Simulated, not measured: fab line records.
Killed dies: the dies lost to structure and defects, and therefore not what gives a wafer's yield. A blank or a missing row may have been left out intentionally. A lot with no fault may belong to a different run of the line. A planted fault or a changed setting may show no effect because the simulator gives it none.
fab line records	flow ritCmos
record lots=6	wafers=18	lastDay=7
route steps=202 shown ACTIVE@1 FOX1@20 FOX2@23 M1@202
lots untouched by any fault: they come from a run of this same line in which no faults occurred
startH: the number of hours between the record's first day and the start of the first shown wafer of the lot	waitH: time in hours since the lot's previous step	" identical to the entry in the row above	L1.1+2: a single row standing in for several wafers	- no value, or no start given	* or withheld: withheld	< > ~ a bound
route shown NAME@n: names a module that has steps shown in the file, with the first one's number in the route	usual: the fault-free wafers' mean and standard deviation	same: alike in all rows	chamber/n: place in a boat	sites: the reading at each site	_std_site: standard deviation of those values	_edge_site: mean of outer sites minus mean of inner sites	radiusMm: how far each site lies from the wafer's centre	mask NAME#n: copy n	behind: the tool/chamber that last shaped the wafer	hold: why the lot was held/for how many hours/how that ended	device: whichever transistor did not switch (one of n, p or np)	end of line: at the end of the route, the tests of the same wafers	a step given without rows: its recipe and nothing more	killed: count of dies lost to structure and defects at first sort (not the wafer's yield)	map: the dies of a wafer, with x for killed, . for not killed, _ for no die there
set.NAME: the setting that was run; set.NAME@STEP: the one run at that earlier step	model.NAME: the simulator's own value behind a step, which no gauge read
lots at some steps of the route; a table a step, a row a wafer
services: when a tool's chamber went out of use (startH, in hours from the record's first day, below 0 if earlier), for how many hours, and the reason
## steps
# step RIT_ACTIVE_BOW_MEAS_00
# recipe mode=bow
# usual INCOMING_BOW=1/5.7
lot.wafer	tool	chamber	startH	waitH	INCOMING_BOW[um]
L278.2	filmMetro-02	-	10.02	-	-2
L278.3	"	-	"	"	-6
L278.6	"	-	"	"	-7
L284.1	filmMetro-02	-	40.00	-	-5
L284.4	"	-	"	"	-4
L284.5	"	-	"	"	3
L292.2	filmMetro-02	-	80.02	-	2
L292.3	"	-	"	"	-1
L292.4	"	-	"	"	7
L293.2	filmMetro-04	-	85.02	-	-1
L293.3	"	-	"	"	-8
L293.6	"	-	"	"	5
L297.2	filmMetro-01	-	105.02	-	5
L297.4	"	-	"	"	1
L297.6	"	-	"	"	0
L299.1	filmMetro-02	-	115.00	-	-14
L299.3	"	-	"	"	10
L299.4	"	-	"	"	-8
# step RIT_ACTIVE_OXIDATION_01
# recipe tempC=1000	ambient=O2	targetThkA=468	oxTimeS=3360
# usual spikeTcCentreC=1001.8/0.98	spikeTcLoadC=1029.9/1.3	spikeTcSourceC=1022.9/1.4	tubeCenterTempC=999.99/0.091	tube_center_temp_C_max=1002.5/0.44
lot.wafer	tool	chamber	startH	waitH	spikeTcCentreC	spikeTcLoadC	spikeTcSourceC	tubeCenterTempC	tube_center_temp_C_max	model.SiO2_of_ACTIVE_OXIDATION_01.thkNm
L278.2	furnace-04	0	13.01	3.0	1004.6	1030.4	1026.0	999.99	1002.3	45.38
L278.3	"	0	"	"	1002.1	1026.5	1021.5	1000.2	1002.4	46.15
L278.6	"	0	"	"	1003.5	1028.6	1023.7	999.96	1001.8	46.38
L284.1	furnace-02	0	40.47	0.5	1005.3	1032.8	1019.2	1000.1	1002.1	46.64
L284.4	"	0	"	"	1000.2	1032.3	1021.6	999.99	1002.4	46.77
L284.5	"	0	"	"	1001.1	1030.8	1023.4	1000.1	1002.5	46.48
L292.2	furnace-02	0	85.69	5.7	996.2	1023.8	1012.7	993.08	995.7	44.2
L292.3	"	0	"	"	993.9	1025.3	1014.7	993.02	994.7	43.28
L292.4	"	0	"	"	995.4	1022.5	1015.0	992.99	995.5	43.67
L293.2	furnace-02	0	85.69	0.7	994.6	1024.0	1013.4	993.08	997.0	41.77
L293.3	"	0	"	"	995.5	1024.7	1016.4	993.2	995.7	42.69
L293.6	"	0	"	"	994.8	1024.9	1015.0	993.05	995.1	42.69
L297.2	furnace-04	0	105.42	0.4	1000.4	1030.1	1022.6	999.82	1002.6	46.23
L297.4	"	0	"	"	1000.3	1029.4	1023.8	999.87	1002.7	46.96
L297.6	"	0	"	"	1002.5	1030.6	1022.6	999.9	1002.3	46.74
L299.1	furnace-04	0	117.31	2.3	1002.7	1029.3	1022.3	1000	1003.4	47.17
L299.3	"	0	"	"	1003.3	1028.5	1023.5	999.99	1002.2	46.69
L299.4	"	0	"	"	1002.3	1029.3	1024.7	999.94	1002.4	46.38
# step RIT_ACTIVE_THK_MEAS_02
# recipe reads=SiO2_of_ACTIVE_OXIDATION_01
# usual ACTIVE_OXIDE_THK=47.0/0.94
lot.wafer	tool	chamber	startH	waitH	ACTIVE_OXIDE_THK[nm]
L278.2	filmMetro-01	-	14.96	0.0	45.4
L278.3	"	-	"	"	46.1
L278.6	"	-	"	"	46.4
L284.1	filmMetro-01	-	42.41	0.0	46.6
L284.4	"	-	"	"	46.8
L284.5	"	-	"	"	46.5
L292.2	filmMetro-04	-	87.63	0.0	44.2
L292.3	"	-	"	"	43.3
L292.4	"	-	"	"	43.7
L293.2	filmMetro-02	-	87.63	0.0	41.8
L293.3	"	-	"	"	42.7
L293.6	"	-	"	"	42.7
L297.2	filmMetro-04	-	107.36	0.0	46.3
L297.4	"	-	"	"	46.9
L297.6	"	-	"	"	46.7
L299.1	filmMetro-04	-	119.24	0.0	47.2
L299.3	"	-	"	"	46.6
L299.4	"	-	"	"	46.4
# step RIT_ACTIVE_CVD_03
# recipe material=Si3N4	targetThkNm=150	tempC=810	precursor=SiH2Cl2/NH3	timeS=1500	pressureMtorr=300	sih2cl2FlowSccm=60	nh3FlowSccm=150
# step RIT_ACTIVE_THK_MEAS_04
# recipe reads=Si3N4_of_ACTIVE_CVD_03
# usual ACTIVE_NITRIDE_THK=149.4/1.4
lot.wafer	tool	chamber	startH	waitH	ACTIVE_NITRIDE_THK[nm]
L278.2	filmMetro-02	-	16.43	0.0	149.5
L278.3	"	-	"	"	151.2
L278.6	"	-	"	"	149.7
L284.1	filmMetro-02	-	44.65	0.0	149.9
L284.4	"	-	"	"	149.7
L284.5	"	-	"	"	150.6
L292.2	filmMetro-01	-	89.11	0.0	148.4
L292.3	"	-	"	"	148.1
L292.4	"	-	"	"	148.2
L293.2	filmMetro-04	-	89.11	0.0	150.2
L293.3	"	-	"	"	148.9
L293.6	"	-	"	"	149.7
L297.2	filmMetro-01	-	108.84	0.0	149.0
L297.4	"	-	"	"	148.5
L297.6	"	-	"	"	147.8
L299.1	filmMetro-02	-	121.97	0.0	150.9
L299.3	"	-	"	"	150.2
L299.4	"	-	"	"	150.9
# step RIT_ACTIVE_HMDS_05
# recipe primeTimeS=60	primeTempC=140
# step RIT_ACTIVE_COAT_06
# recipe resist=NOVOLAK	spinRpm=3250	resistThkNm=995
# step RIT_ACTIVE_SOFTBAKE_07
# recipe resist=NOVOLAK	tempC=90	timeS=60
# step RIT_ACTIVE_EXPOSE_08
# recipe maskId=M1	na=0.6	sourceShape=conventional	sigmaOuter=0.6	targetCdNm=1400	doseMj=225
# step RIT_ACTIVE_PEB_09
# recipe resist=NOVOLAK	tempC=withheld	timeS=withheld
# step RIT_ACTIVE_DEVELOP_10
# recipe resist=NOVOLAK	developTimeS=50	devTempC=23
# step RIT_ACTIVE_CD_MEAS_11
# recipe targetCdNm=1400
# usual cdNm=1399.8/2.2
lot.wafer	tool	chamber	startH	waitH	cdNm
L278.2	cdSem-02	-	17.48	-	1399.4
L278.3	"	-	"	"	1397.9
L278.6	"	-	"	"	1398.9
L284.1	cdSem-02	-	45.90	-	1403.7
L284.4	"	-	"	"	1401.6
L284.5	"	-	"	"	1402.0
L292.2	cdSem-02	-	90.16	-	1396.6
L292.3	"	-	"	"	1396.0
L292.4	"	-	"	"	1396.6
L293.2	cdSem-01	-	90.40	-	1399.9
L293.3	"	-	"	"	1401.6
L293.6	"	-	"	"	1402.1
L297.2	cdSem-02	-	109.90	-	1397.9
L297.4	"	-	"	"	1401.7
L297.6	"	-	"	"	1399.8
L299.1	cdSem-01	-	123.01	-	1401.2
L299.3	"	-	"	"	1399.9
L299.4	"	-	"	"	1399.6
# step RIT_ACTIVE_HARDBAKE_12
# recipe resist=NOVOLAK	tempC=140	timeS=60
# step RIT_ACTIVE_ETCH_13
# recipe stopOn=SiO2	chemistry=SF6	target=Si3N4	timeS=210	overEtchFrac=0.4	SF6_flow_sccm=200	pressureMtorr=260	rfW=125	targetDepthA=2100
# usual drypumpMotorCurrentA=5.5/0.38	oesProductAu=0.818/0.014	rfFwdPowerW=124.7/0.39	throttleValvePct=7.47/0.11
lot.wafer	tool	chamber	startH	waitH	drypumpMotorCurrentA	oesProductAu	rfFwdPowerW	rfHoursCounterH	throttleValvePct
L278.2	rieDiel-03	3	17.73	0.1	5.7	0.834	124.4	161	7.52
L278.3	"	1	"	"	5.3	0.812	125.5	4	7.40
L278.6	"	0	"	"	5.3	0.806	124.6	-	7.59
L284.1	rieDiel-03	1	46.36	0.1	5.3	0.819	124.7	4	7.39
L284.4	"	0	"	"	5.3	0.804	124.2	6	7.58
L284.5	"	3	"	"	5.7	0.827	125.3	-	7.50
L292.2	rieDiel-01	0	90.41	0.1	5.0	0.832	124.6	4	7.41
L292.3	"	1	"	"	5.5	0.814	124.7	157	7.49
L292.4	"	0	"	"	5.0	0.831	124.7	-	7.38
L293.2	rieDiel-04	2	90.65	0.1	5.8	0.794	124.1	8	7.77
L293.3	"	3	"	"	5.8	0.830	124.4	49	7.49
L293.6	"	2	"	"	5.8	0.808	124.7	-	7.77
L297.2	rieDiel-03	2	110.29	0.1	6.1	0.814	124.9	0	7.29
L297.4	"	1	"	"	5.3	0.801	124.1	-	7.41
L297.6	"	1	"	"	5.3	0.808	124.5	-	7.41
L299.1	rieDiel-04	0	123.28	0.1	6.2	0.842	124.6	14	7.59
L299.3	"	3	"	"	5.8	0.841	124.8	50	7.50
L299.4	"	1	"	"	4.9	0.836	124.3	119	7.41
# step RIT_ACTIVE_STRIP_14
# recipe chemistry=O2	timeS=180	resist=NOVOLAK	platenTempC=withheld	powerW=500	pressureMtorr=4000	o2FlowSccm=4000
# usual drypumpMotorCurrentA=5.9/0.41
lot.wafer	tool	chamber	startH	waitH	drypumpMotorCurrentA	rfHoursCounterH
L278.2	plasmaAsher-01	1	17.86	0.1	6.5	37
L278.3	"	1	"	"	6.5	-
L278.6	"	1	"	"	6.5	-
L284.1	plasmaAsher-03	1	46.49	0.1	5.6	41
L284.4	"	0	"	"	5.9	-
L284.5	"	0	"	"	5.8	-
L292.2	plasmaAsher-01	0	90.54	0.1	5.4	46
L292.3	"	1	"	"	6.5	-
L292.4	"	0	"	"	5.4	-
L293.2	plasmaAsher-03	1	90.78	0.1	5.7	46
L293.3	"	0	"	"	5.8	-
L293.6	"	1	"	"	5.7	-
L297.2	plasmaAsher-03	0	110.49	0.1	5.9	47
L297.4	"	0	"	"	5.8	-
L297.6	"	1	"	"	5.7	-
L299.1	plasmaAsher-03	0	123.41	0.1	5.8	50
L299.3	"	0	"	"	5.8	-
L299.4	"	1	"	"	5.7	-
# step RIT_ACTIVE_CD_MEAS_90
# recipe targetCdNm=1400
# usual cdNm=1399.8/2.2
lot.wafer	tool	chamber	startH	waitH	cdNm
L278.2	cdSem-01	-	18.06	0.1	1399.5
L278.3	"	-	"	"	1397.9
L278.6	"	-	"	"	1398.7
L284.1	cdSem-01	-	46.67	0.1	1403.6
L284.4	"	-	"	"	1401.9
L284.5	"	-	"	"	1401.4
L292.2	cdSem-02	-	90.73	0.1	1397.0
L292.3	"	-	"	"	1395.8
L292.4	"	-	"	"	1396.9
L293.2	cdSem-01	-	90.98	0.1	1399.7
L293.3	"	-	"	"	1401.7
L293.6	"	-	"	"	1401.6
L297.2	cdSem-01	-	110.69	0.1	1398.2
L297.4	"	-	"	"	1401.1
L297.6	"	-	"	"	1399.9
L299.1	cdSem-01	-	123.58	0.1	1401.0
L299.3	"	-	"	"	1400.1
L299.4	"	-	"	"	1400.0
# step RIT_ACTIVE_CLEAN_15
# recipe chemistry=SC1	mix=3:3:50	timeS=589	tempC=75
# step RIT_ACTIVE_CLEAN_16
# recipe chemistry=dHF	dilution=50:1	timeS=30
# step RIT_ACTIVE_CLEAN_17
# recipe chemistry=SC2	mix=3:3:50	timeS=600	tempC=75	dry=n2Spin
# step RIT_FOX1_OXIDATION_00
# recipe tempC=1100	ambient=H2O	targetThkA=3507	pH2oTorr=720	oxTimeS=1130
# step RIT_FOX1_THK_MEAS_01
# recipe reads=SiO2_of_FOX1_OXIDATION_00
# usual FOX1_OXIDE_THK=353/5.9
lot.wafer	tool	chamber	startH	waitH	FOX1_OXIDE_THK[nm]
L278.2	filmMetro-03	-	23.76	0.0	339
L278.3	"	-	"	"	344
L278.6	"	-	"	"	345
L284.1	filmMetro-01	-	48.98	0.0	351
L284.4	"	-	"	"	351
L284.5	"	-	"	"	351
L292.2	filmMetro-01	-	92.53	0.0	358
L292.3	"	-	"	"	360
L292.4	"	-	"	"	354
L293.2	filmMetro-03	-	93.84	0.0	352
L293.3	"	-	"	"	353
L293.6	"	-	"	"	353
L297.2	filmMetro-01	-	114.11	0.0	343
L297.4	"	-	"	"	345
L297.6	"	-	"	"	350
L299.1	filmMetro-02	-	127.92	0.0	356
L299.3	"	-	"	"	357
L299.4	"	-	"	"	363
# step RIT_FOX1_WET_ETCH_02
# recipe chemistry=BOE	targetDepthNm=350	timeS=390	tempC=21.5	dry=n2Spin	dilution=10:1	target=SiO2
# step RIT_FOX2_OXIDATION_00
# recipe tempC=1100	ambient=H2O	targetThkA=3507	pH2oTorr=720	oxTimeS=1130
# step RIT_FOX2_THK_MEAS_01
# recipe reads=SiO2_of_FOX2_OXIDATION_00
# usual FOX2_OXIDE_THK=353/6.2
lot.wafer	tool	chamber	startH	waitH	FOX2_OXIDE_THK[nm]
L278.2	filmMetro-02	-	25.30	0.0	355
L278.3	"	-	"	"	354
L278.6	"	-	"	"	352
L284.1	filmMetro-02	-	52.27	0.0	345
L284.4	"	-	"	"	349
L284.5	"	-	"	"	347
L292.2	filmMetro-02	-	94.02	0.0	355
L292.3	"	-	"	"	348
L292.4	"	-	"	"	349
L293.2	filmMetro-03	-	95.33	0.0	338
L293.3	"	-	"	"	343
L293.6	"	-	"	"	341
L297.2	filmMetro-03	-	116.69	0.0	361
L297.4	"	-	"	"	357
L297.6	"	-	"	"	358
L299.1	filmMetro-03	-	129.44	0.0	364
L299.3	"	-	"	"	363
L299.4	"	-	"	"	364
# step RIT_FOX2_CLEAN_02
# recipe chemistry=dHF	dilution=50:1	timeS=180
# step RIT_FOX2_WET_ETCH_03
# recipe chemistry=H3PO4	target=Si3N4	targetDepthNm=195	tempC=165	timeS=2700
# usual bathHeatDutyPct=29/3.7
lot.wafer	tool	chamber	startH	waitH	bathHeatDutyPct	model.SiO2_of_ACTIVE_OXIDATION_01.thkNm
L278.2	wetBench-03	3	25.41	0.0	32	39.06
L278.3	"	3	"	"	32	39.58
L278.6	"	3	"	"	34	40.92
L284.1	wetBench-02	2	52.39	0.0	26	39.91
L284.4	"	2	"	"	27	41.21
L284.5	"	2	"	"	29	39.97
L292.2	wetBench-03	1	94.12	0.0	26	39.25
L292.3	"	1	"	"	26	37.75
L292.4	"	1	"	"	26	38.79
L293.2	wetBench-04	1	95.44	0.0	30	35.61
L293.3	"	1	"	"	26	37.9
L293.6	"	1	"	"	29	36.45
L297.2	wetBench-03	1	116.80	0.0	23	41.12
L297.4	"	1	"	"	25	40.39
L297.6	"	1	"	"	25	40.18
L299.1	wetBench-03	0	129.56	0.0	29	41.89
L299.3	"	0	"	"	29	41.46
L299.4	"	0	"	"	29	41.18
# step RIT_FOX2_THK_MEAS_90
# recipe reads=SiO2_of_FOX2_OXIDATION_00
# usual FIELD_OXIDE_LEFT_1_THK=326/6.3
lot.wafer	tool	chamber	startH	waitH	FIELD_OXIDE_LEFT_1_THK[nm]
L278.2	filmMetro-02	-	26.18	0.0	328
L278.3	"	-	"	"	327
L278.6	"	-	"	"	325
L284.1	filmMetro-03	-	53.15	0.0	318
L284.4	"	-	"	"	321
L284.5	"	-	"	"	320
L292.2	filmMetro-04	-	94.89	0.0	327
L292.3	"	-	"	"	320
L292.4	"	-	"	"	322
L293.2	filmMetro-03	-	96.21	0.0	311
L293.3	"	-	"	"	316
L293.6	"	-	"	"	313
L297.2	filmMetro-03	-	117.57	0.0	334
L297.4	"	-	"	"	329
L297.6	"	-	"	"	331
L299.1	filmMetro-04	-	130.32	0.0	337
L299.3	"	-	"	"	336
L299.4	"	-	"	"	336
# step RIT_M1_PROBE_99
# usual killed_at_M0_to_M3=0.0/0.2	killedAtContacts=0.0/0.2	killedAtFrontEnd=6.8/2.9	killedDies=6.8/2.9	killedOpen=3.3/1.9	killedShort=3.5/2
# same grossDies=264	killed_at_M4_up=0	killedAtBackSide=0	killedAtOther=0
lot.wafer	tool	chamber	startH	waitH	killed_at_M0_to_M3	killedAtContacts	killedAtFrontEnd	killedDies	killedOpen	killedShort	model.etest.pldd.widthNm	model.etest.nldd.widthNm
L278.2	prober-01	-	69.65	0.1	0	0	7	7	6	1	3206	3193
L278.3	prober-01	-	69.70	0.2	0	0	5	5	2	3	3192	3179
L278.6	prober-01	-	69.85	0.2	0	0	9	9	4	5	3202	3194
L284.1	prober-01	-	103.10	0.1	0	0	8	8	2	6	3210	3187
L284.4	prober-01	-	103.25	0.2	0	0	10	10	2	8	3185	3178
L284.5	prober-01	-	103.30	0.2	0	0	6	6	5	1	3195	3180
L292.2	prober-01	-	143.81	0.1	0	0	7	7	3	4	3186	3191
L292.3	prober-01	-	143.86	0.2	0	0	4	4	3	0	3205	3199
L292.4	prober-01	-	143.91	0.2	0	1	4	5	2	3	3191	3200
L293.2	prober-02	-	145.57	0.1	0	0	4	4	1	3	3230	3244
L293.3	prober-02	-	145.62	0.2	0	0	4	4	1	3	3229	3223
L293.6	prober-02	-	145.77	0.2	0	0	10	10	8	2	3203	3223
L297.2	prober-02	-	158.89	0.1	0	0	6	6	2	4	3174	3181
L297.4	prober-02	-	158.99	0.2	0	0	4	4	2	2	3172	3170
L297.6	prober-02	-	159.09	0.2	0	0	6	6	3	3	3176	3160
L299.1	prober-02	-	169.17	0.1	0	0	6	6	5	1	3134	3150
L299.3	prober-02	-	169.27	0.2	0	0	7	7	5	2	3149	3173
L299.4	prober-02	-	169.32	0.2	1	0	9	10	2	8	3156	3152
# killed by level:class
L278.2 SPACER:geometricParticle:open=3 GATE:geometricParticle:open=2 FOX1:geometricParticle:open=1 FOX1:geometricParticle:short=1
L278.3 FOX2:geometricParticle:short=2 FOX1:geometricParticle:open=1 FOX1:geometricParticle:short=1 SILICIDE:geometricParticle:open=1
L278.6 GATE:geometricParticle:short=2 GATE:geometricParticle:open=2 REOX:geometricParticle:short=2 FOX1:geometricParticle:open=1 SPACER:geometricParticle:open=1 SILICIDE:geometricParticle:short=1
L284.1 GATE:geometricParticle:short=2 SPACER:geometricParticle:short=2 FOX2:geometricParticle:short=1 GATE:geometricParticle:open=1 REOX:geometricParticle:short=1 REOX:geometricParticle:open=1
L284.4 SPACER:geometricParticle:short=3 FOX2:geometricParticle:short=2 SILICIDE:geometricParticle:short=2 FOX2:geometricParticle:open=1 GATE:geometricParticle:short=1 REOX:geometricParticle:open=1
L284.5 REOX:geometricParticle:open=2 GATE:geometricParticle:open=1 REOX:geometricParticle:short=1 SPACER:geometricParticle:open=1 SILICIDE:geometricParticle:open=1
L292.2 FOX1:geometricParticle:short=2 FOX1:geometricParticle:open=1 GATE:geometricParticle:open=1 REOX:geometricParticle:open=1 SPACER:geometricParticle:short=1 SILICIDE:geometricParticle:short=1
L292.3 GATE:geometricParticle:open=2 SPACER:geometricParticle:open=1 NWELL:coatMicrobubblePrinted=1
L292.4 FOX1:geometricParticle:short=2 FOX1:geometricParticle:open=1 REOX:geometricParticle:short=1 CONTACT:geometricParticle:open=1
L293.2 GATE:geometricParticle:short=2 FOX2:geometricParticle:open=1 SPACER:geometricParticle:short=1
L293.3 FOX1:geometricParticle:short=1 GATE:geometricParticle:open=1 GATE:geometricParticle:short=1 SILICIDE:geometricParticle:short=1
L293.6 GATE:geometricParticle:open=5 SPACER:geometricParticle:short=2 SPACER:geometricParticle:open=2 SILICIDE:geometricParticle:open=1
L297.2 GATE:geometricParticle:short=3 GATE:geometricParticle:open=2 SILICIDE:geometricParticle:short=1
L297.4 GATE:geometricParticle:short=1 SPACER:geometricParticle:short=1 SPACER:geometricParticle:open=1 SILICIDE:geometricParticle:open=1
L297.6 FOX1:geometricParticle:short=1 FOX1:geometricParticle:open=1 SPACER:geometricParticle:short=1 SPACER:geometricParticle:open=1 SILICIDE:geometricParticle:open=1 SILICIDE:geometricParticle:short=1
L299.1 FOX1:geometricParticle:open=3 GATE:geometricParticle:open=2 GATE:geometricParticle:short=1
L299.3 GATE:geometricParticle:short=2 GATE:geometricParticle:open=2 FOX1:geometricParticle:open=1 REOX:geometricParticle:open=1 SILICIDE:geometricParticle:open=1
L299.4 FOX1:geometricParticle:short=2 REOX:geometricParticle:short=2 SILICIDE:geometricParticle:short=2 FOX1:geometricParticle:open=1 GATE:geometricParticle:open=1 GATE:geometricParticle:short=1 M1:geometricParticle:short=1
## services
tool	chamber	startH	hours	kind
furnace-02	-	-10.00	3.3	pm
rieDiel-04	0	9.87	2.6	repair
plasmaAsher-01	-	15.29	2.2	repair
rieDiel-04	-	47.35	2.8	pm
furnace-02	-	72.14	3.2	pm
rieDiel-03	-	72.23	0.4	repair
rieDiel-03	2	76.22	-	clean
rieDiel-03	2	76.22	24.6	scheduledDown
rieDiel-03	2	76.22	24.6	ventCycle
rieDiel-01	2	84.55	14.7	repair
plasmaAsher-03	-	91.42	15.0	pm
rieDiel-03	3	100.78	-	clean
rieDiel-03	3	100.78	16.7	scheduledDown
rieDiel-03	3	100.78	16.7	ventCycle
rieDiel-03	0	103.13	20.8	repair
plasmaAsher-01	-	106.39	14.1	pm
rieDiel-04	2	109.09	2.8	repair
furnace-04	-	114.10	3.2	pm
rieDiel-01	1	114.64	-	clean
plasmaAsher-01	-	120.52	9.0	pm
plasmaAsher-01	0	120.52	9.0	ventCycle
plasmaAsher-01	1	120.52	9.0	ventCycle
plasmaAsher-01	0	129.52	-	clean
plasmaAsher-01	1	129.52	-	clean
## key
firstSign step=RIT_ACTIVE_OXIDATION_01	reading=tubeCenterTempC	direction=down	sigmas=69	usual=*	struck=*
effect step=RIT_ACTIVE_OXIDATION_01	reading=tube_center_temp_C_max	direction=down	sigmas=16	usual=*	struck=*
effect step=RIT_ACTIVE_THK_MEAS_02	reading=ACTIVE_OXIDE_THK	direction=down	sigmas=4.3	usual=47.0	struck=43.1
modelEffect step=RIT_ACTIVE_OXIDATION_01	value=SiO2_of_ACTIVE_OXIDATION_01.thkNm	without=46.24	struck=43.05
modelEffect step=RIT_FOX2_WET_ETCH_03	value=SiO2_of_ACTIVE_OXIDATION_01.thkNm	without=40.46	struck=37.63
modelEffect step=RIT_M1_PROBE_99	value=etest.pldd.widthNm	without=3177	struck=3207
metAt RIT_ACTIVE_OXIDATION_01
struckWafers L292.2,L292.3,L292.4,L293.2,L293.3,L293.6
testerLeftOut L292,L293
onsetBetween 40.47 85.69
fault kind=processParameterDrift	tool=furnace-02	chamber=-	onsetH=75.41	steps=RIT_ACTIVE_OXIDATION_01	channel=tempC	offset=*	shape=step	endH=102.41	actsIn=*	stated=*
# testerLeftOut: of these lots the tester's yield and bins aren't shown, on N5 and GAA mostly nor the transistor test; their killed dies are dies lost to structure and defects alone, not to doping, threshold or leakage, so they don't give the yield
